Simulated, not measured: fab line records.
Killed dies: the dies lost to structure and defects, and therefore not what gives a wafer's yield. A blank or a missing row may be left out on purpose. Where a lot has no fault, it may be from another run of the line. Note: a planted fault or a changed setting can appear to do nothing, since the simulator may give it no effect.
A struck lot beside a sound one :: flow rit_cmos :: 44 steps out of a route of 202
Sound: wafers L383.2, L383.3, L383.6. Wafers struck: L388.1, L388.3, L388.6. The cause is named last.
For every step that has rows: the tool of each side, followed by ch and its chambers, followed by its first start. Under that, the readings that differ: sound wafers :: struck wafers :: difference of the means :: sigmas: that difference in standard deviations of wafers without a fault.
alike: readings whose means differ by less than 2 such deviations, and words and numbers that are the same on both sides. not compared: withheld readings, readings that some wafer has no value for, bounds like >300 that may hide the same value, and numbers for which the record gives no deviation and whose values overlap.
The two part at a step that has a row with sigmas, a row that says differs or no value, or rows on one side only. Numbers that have no deviation but don't overlap get no sigmas and don't part them. A reading that every wafer of one side lacks parts them only if that side has two wafers or more.

first, 3 steps without rows for these wafers: RIT_REOX_CLEAN_01 (cleans in dHF, time 30 s); RIT_REOX_CLEAN_02 (cleans in SC2, time 600 s); RIT_REOX_OXIDATION_03 (target thk 25.2 nm, ox time 5580 s).
RIT_REOX_THK_MEAS_04:
  sound: film_metro-01 at day 4 13:56; struck: film_metro-04 at day 5 12:30
  alike: REOX_OXIDE_THK
then, 6 steps without rows for these wafers: RIT_NLDD_HMDS_00 (prime time 60 s); RIT_NLDD_COAT_01 (resist thk 1000 nm); RIT_NLDD_SOFTBAKE_02 (time 60 s); RIT_NLDD_EXPOSE_03 (exposes mask M7, target cd 40700 nm); RIT_NLDD_PEB_04; RIT_NLDD_DEVELOP_05 (develop time 51.21 s).
RIT_NLDD_OVL_MEAS_06:
  sound: overlay-01 at day 4 14:51; struck: overlay-02 at day 5 13:39
  alike: NLDD_OVL
then, 1 step without rows for these wafers: RIT_NLDD_HARDBAKE_07 (time 60 s).
RIT_NLDD_IMPLANT_08:
  sound on implanter-04 ch 0, day 4 15:03; struck on implanter-04 ch 0, day 5 13:50
reading: dose_ions_cm2
sound: 4.998e+14 5.001e+14 4.993e+14
struck: 3.705e+14 3.698e+14 3.704e+14
difference: -1.295e+14
sigmas: -99 or more

reading: faraday_current_uA
sound: 1563 1587 1590
struck: 1180 1144 1166
difference: -417
sigmas: -13
RIT_NLDD_STRIP_09: strips in O2, time 180 s.
  sound on plasma_asher-03 ch 0,1, day 4 15:11; struck on plasma_asher-03 ch 0,1, day 5 13:59
  alike: drypump_motor_current_A
  not compared: rf_hours_counter_h
RIT_NLDD_TW_MEAS_10:
  sound: film_metro-04 at day 4 15:22; struck: film_metro-03 at day 5 14:10
reading: NLDD_TW
sound: 2476 2476 2484
struck: 2258 2256 2256
difference: -222
sigmas: -10
then, 6 steps without rows for these wafers: RIT_PLDD_HMDS_00 (prime time 60 s); RIT_PLDD_COAT_01 (resist thk 1000 nm); RIT_PLDD_SOFTBAKE_02 (time 60 s); RIT_PLDD_EXPOSE_03 (exposes mask M8, target cd 40900 nm); RIT_PLDD_PEB_04; RIT_PLDD_DEVELOP_05 (develop time 50 s).
RIT_PLDD_OVL_MEAS_06:
  sound: overlay-02 at day 4 16:16; struck: overlay-02 at day 5 15:11
  alike: PLDD_OVL
then, 2 steps without rows for these wafers: RIT_PLDD_HARDBAKE_07 (time 60 s); RIT_PLDD_IMPLANT_08.
RIT_PLDD_STRIP_09: strips in O2, time 180 s.
  sound on plasma_asher-02 ch 0,1, day 4 16:36; struck on plasma_asher-03 ch 0,1, day 5 15:31
  alike: drypump_motor_current_A
  not compared: rf_hours_counter_h
RIT_PLDD_TW_MEAS_10:
  sound: film_metro-01 at day 4 16:47; struck: film_metro-01 at day 5 15:41
  alike: PLDD_TW
then, 4 steps without rows for these wafers: RIT_SPACER_CLEAN_00 (cleans in SC1, time 600 s); RIT_SPACER_CLEAN_01 (cleans in dHF, time 30 s); RIT_SPACER_CLEAN_02 (cleans in SC2, time 600 s); RIT_SPACER_CVD_03 (deposits Si3N4 from SiH2Cl2/NH3, target thk 250 nm, time 3300 s).
RIT_SPACER_THK_MEAS_04:
  sound: film_metro-03 at day 4 19:10; struck: film_metro-02 at day 5 18:53
  alike: SPACER_NITRIDE_THK
RIT_SPACER_ETCHBACK_05: etches Si3N4 in SF6/CHF3, stops on SiO2, target depth 250 nm, time 240 s.
  sound on rie_diel-04 ch 0,2,3, day 4 19:13; struck on rie_diel-02 ch 0,1,3, day 5 18:56
  alike: SF6_flow_sccm, drypump_motor_current_A, oes_product_au, throttle_valve_pct
  not compared: rf_hours_counter_h
then, 6 steps without rows for these wafers: RIT_NSD_HMDS_00 (prime time 60 s); RIT_NSD_COAT_01 (resist thk 1000 nm); RIT_NSD_SOFTBAKE_02 (time 60 s); RIT_NSD_EXPOSE_03 (exposes mask M9, target cd 40700 nm); RIT_NSD_PEB_04; RIT_NSD_DEVELOP_05 (develop time 50 s).
RIT_NSD_OVL_MEAS_06:
  sound: overlay-02 at day 4 20:13; struck: overlay-01 at day 5 20:07
  alike: NSD_OVL
then, 2 steps without rows for these wafers: RIT_NSD_HARDBAKE_07 (time 60 s); RIT_NSD_IMPLANT_08.
RIT_NSD_STRIP_09: strips in O2, time 180 s.
  sound on plasma_asher-03 ch 0,1, day 4 20:33; struck on plasma_asher-04 ch 0,1, day 5 20:32
  alike: drypump_motor_current_A
  not compared: rf_hours_counter_h
RIT_SDANNEAL_RS_MEAS_07: the measuring method here is four-point-probe.
  sound: film_metro-01 at day 4 23:14; struck: film_metro-03 at day 5 22:59
reading: NLDD_RS (ohm/sq)
sound: 151.3 151.9 151.6
struck: 195.2 195.4 194.9
difference: +43.6
sigmas: +74
RIT_M1_PROBE_99:
  sound: prober-02 at day 5 06:18; struck: prober-01 at day 6 06:08
reading: model.etest.nmos_0p15.r_on_ohm_um
sound: 1154 1125 1146
struck: 1309 1310 1285
difference: +160
sigmas: 

reading: model.etest.nmos_0p3.r_on_ohm_um
sound: 2145 2111 2134
struck: 2340 2333 2339
difference: +207
sigmas: 

reading: model.etest.nldd.rs_ohm_sq
sound: 364 355.2 372.8
struck: 486.4 483.2 477.2
difference: +118.3
sigmas: 

reading: model.etest.nmos_turned.drive_ua_um
sound: 334.1 343.2 318.8
struck: 230.1 233.3 238.7
difference: -98.0
sigmas: 

reading: model.etest.nmos_0p15.drive_ua_um
sound: 472.3 482.8 458.7
struck: 409.5 421.7 421.9
difference: -53.6
sigmas: 

reading: model.etest.nldd.line_ohm_um
sound: 115 111.9 117
struck: 151.8 151.2 151.1
difference: +36.7
sigmas: 

reading: model.etest.nmos_0p3.drive_ua_um
sound: 232.2 237.8 230
struck: 210.5 215.8 213.6
difference: -20.0
sigmas: 

reading: model.etest.nmos_narrow.drive_ua_um
sound: 231.7 239.3 232.4
struck: 207.9 213.3 209.8
difference: -24.1
sigmas: 
  alike: killed_at_contacts, killed_at_front_end, killed_dies, killed_open, killed_short

== WHERE THEY PART ==
Earliest at RIT_NLDD_IMPLANT_08; latest, in this record, at RIT_SDANNEAL_RS_MEAS_07. Later steps at which nothing parts them and some readings are alike: RIT_M1_PROBE_99.

WHY: what had been put in by the simulator
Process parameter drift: implanter-04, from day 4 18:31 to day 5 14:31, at RIT_NLDD_IMPLANT_08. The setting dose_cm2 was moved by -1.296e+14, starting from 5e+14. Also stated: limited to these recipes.
